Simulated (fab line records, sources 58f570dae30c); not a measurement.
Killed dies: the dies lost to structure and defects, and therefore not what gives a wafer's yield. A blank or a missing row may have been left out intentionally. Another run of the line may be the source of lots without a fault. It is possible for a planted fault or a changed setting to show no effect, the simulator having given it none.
2 desks looking at one fault || flow berkeley cmos170 || what lay behind the numbers comes last; until then each desk has only its own

FROM THE METROLOGY DESK
Lot by lot, what the gauges showed, no matter which tool ran the lot: averages of those sampled wafers that carry a number. Marked OUT: a lot whose mean sits more than 4 standard deviations from the usual mean, which makes it out of limits; the brackets give that distance.
Columns: A = cd nm at UCB170_ACTIVE_CD_MEAS_13, usual 1200.1 nm; B = cd nm at UCB170_V1_CD_MEAS_90, usual 700.4 nm
{"lot": "L531", "first seen here": "day 4 15:16", "A": 1199.5, "B": 699.2}
{"lot": "L532", "first seen here": "day 4 22:26", "A": 1199.1, "B": 698.7}
{"lot": "L533", "first seen here": "day 5 03:15", "A": 1196.4, "B": 699.8}
{"lot": "L535", "first seen here": "day 5 16:50", "A": 1199.7, "B": 699.4}
{"lot": "L536", "first seen here": "day 6 00:59", "A": 1201.7, "B": 698.3}
{"lot": "L538", "first seen here": "day 6 01:38", "A": 1199.4, "B": 699.2}
{"lot": "L537", "first seen here": "day 6 01:56", "A": 1200.8, "B": 701.6}
{"lot": "L541", "first seen here": "day 6 17:53", "A": 1200.7, "B": 701.1}
{"lot": "L543", "first seen here": "day 7 03:04", "A": 1196.7, "B": 701.7}
{"lot": "L544", "first seen here": "day 7 17:56", "A": 1197.6, "B": 699.8}
{"lot": "L546", "first seen here": "day 8 14:47", "A": 1202.3, "B": 701.9}
{"lot": "L549", "first seen here": "day 9 01:08", "A": 1202.6, "B": 698.0}
{"lot": "L551", "first seen here": "day 9 14:14", "A": 1199.3, "B": 697.3}
{"lot": "L554", "first seen here": "day 10 07:43", "A": 1200.9, "B": 700.7}
This desk's finding: nothing out of limits on any of the 14 lots.

AT THE TOOL OWNER'S DESK: litho track-01
At UCB170_ACTIVE_SOFTBAKE_09 (time 60 s), the tool's own readings, given per lot that ran on this tool as the mean of the sampled wafers with a number. Marked OUT: a lot whose mean sits more than 4 standard deviations from the usual mean, which makes it out of limits; the brackets give that distance.
Columns: A = chill plate temp C at UCB170_ACTIVE_SOFTBAKE_09, usual 23.02 C; B = run length s at UCB170_ACTIVE_SOFTBAKE_09, usual 89.28 s
{"lot": "L531", "first seen here": "day 4 13:42", "A": 22.91, "B": 89.38}
{"lot": "L533", "first seen here": "day 5 01:53", "A": 23.07, "B": 89.44}
{"lot": "L536", "first seen here": "day 6 00:07", "A": 23.12, "B": 89.41}
{"lot": "L538", "first seen here": "day 6 00:32", "A": 23.10, "B": 89.46}
{"lot": "L541", "first seen here": "day 6 17:20", "A": 22.99, "B": 89.34}
{"lot": "L543", "first seen here": "day 7 02:17", "A": 22.95, "B": "110.07 (+99 or more) OUT"}
{"lot": "L544", "first seen here": "day 7 17:06", "A": 23.02, "B": "109.97 (+99 or more) OUT"}
This desk finds L543, L544 out of limits, L543 being first, at day 7 02:17 (run length s at UCB170_ACTIVE_SOFTBAKE_09). In limits: L531, L533, L536, L538, L541.

PUT TOGETHER
The tool owner's desk could have raised an alarm at day 7 02:17, on L543, L544.
At the metrology desk, nothing out of limits was observed.
The metrology desk holds a record of L543, L544, inside its limits.
On litho track-01, each named lot ran UCB170_ACTIVE_SOFTBAKE_09.

WHAT THE SIMULATOR HAD PUT IN
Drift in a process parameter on litho track-01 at UCB170_ACTIVE_SOFTBAKE_09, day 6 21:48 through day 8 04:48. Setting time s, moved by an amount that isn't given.
Lots struck among those shown: L543, L544.
Hours from the fault's start to each desk's first reading out of limits: the tool owner's desk, 4.
